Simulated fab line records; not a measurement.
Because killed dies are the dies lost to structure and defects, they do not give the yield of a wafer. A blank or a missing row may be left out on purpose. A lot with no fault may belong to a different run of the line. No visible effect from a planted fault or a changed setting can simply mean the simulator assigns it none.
fab line records || flow rit-cmos
record: {"lots": 15, "wafers": 45, "last-day": 7}
route steps=202 shown GATE@81
lots with no fault: from the same line, run without faults
start-h: the number of hours between the record's first day and the start of the first shown wafer of the lot || wait-h: hours since the lot's step before || " repeats the value in the row above || L1.1+2: a row that stands for several wafers || - value missing, or start not given || * or withheld: withheld || < > ~ a bound
route shown NAME@n: a module of which the file shows steps, and the number in the route of the first || usual: mean/standard deviation taken from wafers without a fault || same: alike in all rows || chamber/n: place in a boat || sites: each site's reading || _std_site: standard deviation across them || _edge_site: outer sites' mean less inner sites' || radius-mm: for every site, how far away it sits from the centre of the wafer || mask NAME#n: copy n || behind: the tool/chamber that last shaped the wafer || hold: what put the lot on hold/how long, in hours/how the hold closed || device: names the non-switching transistor (n, p or np) || end of line: the same wafers' tests at the end of the route || for a step that has no rows: nothing shown but its recipe || killed: not the wafer's yield, but the dies lost to structure and defects at the first sort || map: shows each die of a wafer: x if killed, . if not, _ if none is there
set.NAME: the run value of the setting; set.NAME@STEP: its run value at that earlier step || model.NAME: the simulator's own value behind a step, which no gauge read
a sample of lots followed through the steps of the route, with each step as a table and each wafer as a row
services: a tool's chamber out of use, with start hour (start-h, from the record's first day; less than 0 if before it), hours out, and reason
== steps ==
step: RIT_GATE_OXIDATION_05
recipe: {"temp-c": 900, "ambient": "O2", "target-thk-a": 30, "ox-time-s": 270}
usual: {"ox-temp-c": "899.9/0.45", "ox-temp-c-max": "904.8/1.5", "spike-tc-centre-C": "902.2/1.4"}
{"lot.wafer": "L192.2", "tool": "furnace-02", "chamber": 0, "start-h": 38.43, "wait-h": 4.2, "ox-temp-c": 900.9, "ox-temp-c-max": 904.8, "spike-tc-centre-C": 901.4}
{"lot.wafer": "L192.3", "tool": "furnace-02", "chamber": 0, "start-h": 38.43, "wait-h": 4.2, "ox-temp-c": 900.3, "ox-temp-c-max": 904.3, "spike-tc-centre-C": 901.2}
{"lot.wafer": "L192.6", "tool": "furnace-02", "chamber": 0, "start-h": 38.43, "wait-h": 4.2, "ox-temp-c": 900.6, "ox-temp-c-max": 906.3, "spike-tc-centre-C": 902.7}
{"lot.wafer": "L194.1", "tool": "furnace-01", "chamber": 0, "start-h": 50.94, "wait-h": 3.6, "ox-temp-c": 899.4, "ox-temp-c-max": 906.5, "spike-tc-centre-C": 902.5}
{"lot.wafer": "L194.3", "tool": "furnace-01", "chamber": 0, "start-h": 50.94, "wait-h": 3.6, "ox-temp-c": 900.1, "ox-temp-c-max": 907.4, "spike-tc-centre-C": 902.8}
{"lot.wafer": "L194.4", "tool": "furnace-01", "chamber": 0, "start-h": 50.94, "wait-h": 3.6, "ox-temp-c": 899.2, "ox-temp-c-max": 904.2, "spike-tc-centre-C": 904.0}
{"lot.wafer": "L195.2", "tool": "furnace-01", "chamber": 0, "start-h": 55.38, "wait-h": 0.0, "ox-temp-c": 899.5, "ox-temp-c-max": 906.5, "spike-tc-centre-C": 903.6}
{"lot.wafer": "L195.3", "tool": "furnace-01", "chamber": 0, "start-h": 55.38, "wait-h": 0.0, "ox-temp-c": 899.5, "ox-temp-c-max": 905.1, "spike-tc-centre-C": 904.1}
{"lot.wafer": "L195.4", "tool": "furnace-01", "chamber": 0, "start-h": 55.38, "wait-h": 0.0, "ox-temp-c": 898.9, "ox-temp-c-max": 904.8, "spike-tc-centre-C": 903.6}
{"lot.wafer": "L196.1", "tool": "furnace-02", "chamber": 0, "start-h": 60.46, "wait-h": 0.1, "ox-temp-c": 900.0, "ox-temp-c-max": 903.8, "spike-tc-centre-C": 901.2}
{"lot.wafer": "L196.3", "tool": "furnace-02", "chamber": 0, "start-h": 60.46, "wait-h": 0.1, "ox-temp-c": 899.7, "ox-temp-c-max": 904.6, "spike-tc-centre-C": 902.1}
{"lot.wafer": "L196.5", "tool": "furnace-02", "chamber": 0, "start-h": 60.46, "wait-h": 0.1, "ox-temp-c": 899.7, "ox-temp-c-max": 903.9, "spike-tc-centre-C": 899.9}
{"lot.wafer": "L197.3", "tool": "furnace-01", "chamber": "-", "start-h": 62.05, "wait-h": 1.0, "ox-temp-c": "-", "ox-temp-c-max": "-", "spike-tc-centre-C": "-"}
{"lot.wafer": "L197.4", "tool": "furnace-01", "chamber": "-", "start-h": 62.05, "wait-h": 1.0, "ox-temp-c": "-", "ox-temp-c-max": "-", "spike-tc-centre-C": "-"}
{"lot.wafer": "L197.6", "tool": "furnace-01", "chamber": "-", "start-h": 62.05, "wait-h": 1.0, "ox-temp-c": "-", "ox-temp-c-max": "-", "spike-tc-centre-C": "-"}
{"lot.wafer": "L198.1", "tool": "furnace-02", "chamber": "-", "start-h": 67.05, "wait-h": 0.4, "ox-temp-c": "-", "ox-temp-c-max": "-", "spike-tc-centre-C": "-"}
{"lot.wafer": "L198.2", "tool": "furnace-02", "chamber": "-", "start-h": 67.05, "wait-h": 0.4, "ox-temp-c": "-", "ox-temp-c-max": "-", "spike-tc-centre-C": "-"}
{"lot.wafer": "L198.3", "tool": "furnace-02", "chamber": "-", "start-h": 67.05, "wait-h": 0.4, "ox-temp-c": "-", "ox-temp-c-max": "-", "spike-tc-centre-C": "-"}
{"lot.wafer": "L199.1", "tool": "furnace-01", "chamber": "-", "start-h": 69.05, "wait-h": 0.3, "ox-temp-c": "-", "ox-temp-c-max": "-", "spike-tc-centre-C": "-"}
{"lot.wafer": "L199.4", "tool": "furnace-01", "chamber": "-", "start-h": 69.05, "wait-h": 0.3, "ox-temp-c": "-", "ox-temp-c-max": "-", "spike-tc-centre-C": "-"}
{"lot.wafer": "L199.6", "tool": "furnace-01", "chamber": "-", "start-h": 69.05, "wait-h": 0.3, "ox-temp-c": "-", "ox-temp-c-max": "-", "spike-tc-centre-C": "-"}
{"lot.wafer": "L204.2", "tool": "furnace-01", "chamber": 0, "start-h": 93.80, "wait-h": 0.7, "ox-temp-c": 899.4, "ox-temp-c-max": 906.5, "spike-tc-centre-C": 903.1}
{"lot.wafer": "L204.3", "tool": "furnace-01", "chamber": 0, "start-h": 93.80, "wait-h": 0.7, "ox-temp-c": 899.2, "ox-temp-c-max": 904.4, "spike-tc-centre-C": 902.5}
{"lot.wafer": "L204.5", "tool": "furnace-01", "chamber": 0, "start-h": 93.80, "wait-h": 0.7, "ox-temp-c": 900.5, "ox-temp-c-max": 907.6, "spike-tc-centre-C": 903.4}
{"lot.wafer": "L206.1", "tool": "furnace-02", "chamber": 0, "start-h": 102.05, "wait-h": 0.1, "ox-temp-c": 899.8, "ox-temp-c-max": 904.4, "spike-tc-centre-C": 901.4}
{"lot.wafer": "L206.2", "tool": "furnace-02", "chamber": 0, "start-h": 102.05, "wait-h": 0.1, "ox-temp-c": 899.8, "ox-temp-c-max": 904.6, "spike-tc-centre-C": 903.3}
{"lot.wafer": "L206.3", "tool": "furnace-02", "chamber": 0, "start-h": 102.05, "wait-h": 0.1, "ox-temp-c": 899.9, "ox-temp-c-max": 905.2, "spike-tc-centre-C": 901.8}
{"lot.wafer": "L207.1", "tool": "furnace-02", "chamber": 0, "start-h": 108.90, "wait-h": 1.0, "ox-temp-c": 899.5, "ox-temp-c-max": 904.7, "spike-tc-centre-C": 901.3}
{"lot.wafer": "L207.3", "tool": "furnace-02", "chamber": 0, "start-h": 108.90, "wait-h": 1.0, "ox-temp-c": 899.6, "ox-temp-c-max": 902.9, "spike-tc-centre-C": 902.8}
{"lot.wafer": "L207.5", "tool": "furnace-02", "chamber": 0, "start-h": 108.90, "wait-h": 1.0, "ox-temp-c": 899.7, "ox-temp-c-max": 904.8, "spike-tc-centre-C": 902.1}
{"lot.wafer": "L209.4", "tool": "furnace-01", "chamber": 0, "start-h": 117.58, "wait-h": 0.0, "ox-temp-c": 900.8, "ox-temp-c-max": 906.6, "spike-tc-centre-C": 902.5}
{"lot.wafer": "L209.5", "tool": "furnace-01", "chamber": 0, "start-h": 117.58, "wait-h": 0.0, "ox-temp-c": 900.2, "ox-temp-c-max": 907.9, "spike-tc-centre-C": 902.6}
{"lot.wafer": "L209.6", "tool": "furnace-01", "chamber": 0, "start-h": 117.58, "wait-h": 0.0, "ox-temp-c": 900.2, "ox-temp-c-max": 905.7, "spike-tc-centre-C": 902.2}
{"lot.wafer": "L210.1", "tool": "furnace-02", "chamber": 0, "start-h": 123.42, "wait-h": 0.1, "ox-temp-c": 900.0, "ox-temp-c-max": 903.7, "spike-tc-centre-C": 901.5}
{"lot.wafer": "L210.3", "tool": "furnace-02", "chamber": 0, "start-h": 123.42, "wait-h": 0.1, "ox-temp-c": 900.6, "ox-temp-c-max": 904.8, "spike-tc-centre-C": 901.7}
{"lot.wafer": "L210.6", "tool": "furnace-02", "chamber": 0, "start-h": 123.42, "wait-h": 0.1, "ox-temp-c": 900.3, "ox-temp-c-max": 904.2, "spike-tc-centre-C": 901.0}
{"lot.wafer": "L212.1", "tool": "furnace-03", "chamber": 0, "start-h": 132.63, "wait-h": 0.1, "ox-temp-c": 899.9, "ox-temp-c-max": 903.5, "spike-tc-centre-C": 900.9}
{"lot.wafer": "L212.3", "tool": "furnace-03", "chamber": 0, "start-h": 132.63, "wait-h": 0.1, "ox-temp-c": 900.4, "ox-temp-c-max": 903.8, "spike-tc-centre-C": 901.2}
{"lot.wafer": "L212.6", "tool": "furnace-03", "chamber": 0, "start-h": 132.63, "wait-h": 0.1, "ox-temp-c": 899.8, "ox-temp-c-max": 902.8, "spike-tc-centre-C": 901.5}
{"lot.wafer": "L213.1", "tool": "furnace-02", "chamber": 0, "start-h": 136.55, "wait-h": 0.1, "ox-temp-c": 900.2, "ox-temp-c-max": 904.7, "spike-tc-centre-C": 900.4}
{"lot.wafer": "L213.3", "tool": "furnace-02", "chamber": 0, "start-h": 136.55, "wait-h": 0.1, "ox-temp-c": 900.3, "ox-temp-c-max": 904.9, "spike-tc-centre-C": 901.2}
{"lot.wafer": "L213.6", "tool": "furnace-02", "chamber": 0, "start-h": 136.55, "wait-h": 0.1, "ox-temp-c": 900.7, "ox-temp-c-max": 904.8, "spike-tc-centre-C": 901.4}
{"lot.wafer": "L214.2", "tool": "furnace-02", "chamber": 0, "start-h": 142.71, "wait-h": 0.1, "ox-temp-c": 899.6, "ox-temp-c-max": 903.3, "spike-tc-centre-C": 903.4}
{"lot.wafer": "L214.5", "tool": "furnace-02", "chamber": 0, "start-h": 142.71, "wait-h": 0.1, "ox-temp-c": 899.8, "ox-temp-c-max": 904.7, "spike-tc-centre-C": 904.7}
{"lot.wafer": "L214.6", "tool": "furnace-02", "chamber": 0, "start-h": 142.71, "wait-h": 0.1, "ox-temp-c": 899.8, "ox-temp-c-max": 905.2, "spike-tc-centre-C": 903.4}
== services ==
{"tool": "furnace-03", "chamber": "-", "start-h": 18.15, "hours": 3.1, "kind": "pm"}
{"tool": "furnace-02", "chamber": "-", "start-h": 25.12, "hours": 3.0, "kind": "pm"}
{"tool": "furnace-01", "chamber": "-", "start-h": 32.21, "hours": 3.5, "kind": "pm"}
{"tool": "furnace-01", "chamber": "-", "start-h": 35.69, "hours": 2.8, "kind": "pm"}
{"tool": "furnace-02", "chamber": "-", "start-h": 39.51, "hours": 3.1, "kind": "pm"}
== key ==
first-sign: {"step": "RIT_GATE_OXIDATION_05", "reading": "tool-record", "direction": "missing"}
effect none on later readings
met-at RIT_GATE_OXIDATION_05
struck-lots L197,L198,L199
later-rows-left-out L197.3,L197.4,L197.6,L198.1,L198.2,L198.3,L199.1,L199.4,L199.6
sort-left-out L197.3,L197.4,L197.6,L198.1,L198.2,L198.3,L199.1,L199.4,L199.6
tester-left-out L197,L198,L199
onset-between 60.46 62.05
fault: {"kind": "skipped-step-whole", "tool": "furnace-01,furnace-02", "chamber": "-", "onset-h": 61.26, "steps": "RIT_GATE_OXIDATION_05", "scope": "struck-lots-only"}
tester-left-out: of these lots the tester's yield and bins aren't shown, on N5 and GAA mostly nor the transistor test; their killed dies are dies lost to structure and defects alone, not to doping, threshold or leakage, so they don't give the yield
sort-left-out: the simulated sort isn't trusted on such a fault, so these wafers' sort isn't shown, and their yield isn't known
later-rows-left-out: the simulator's readings of these wafers behind a module that went badly wrong aren't trusted and aren't shown, but for the sort
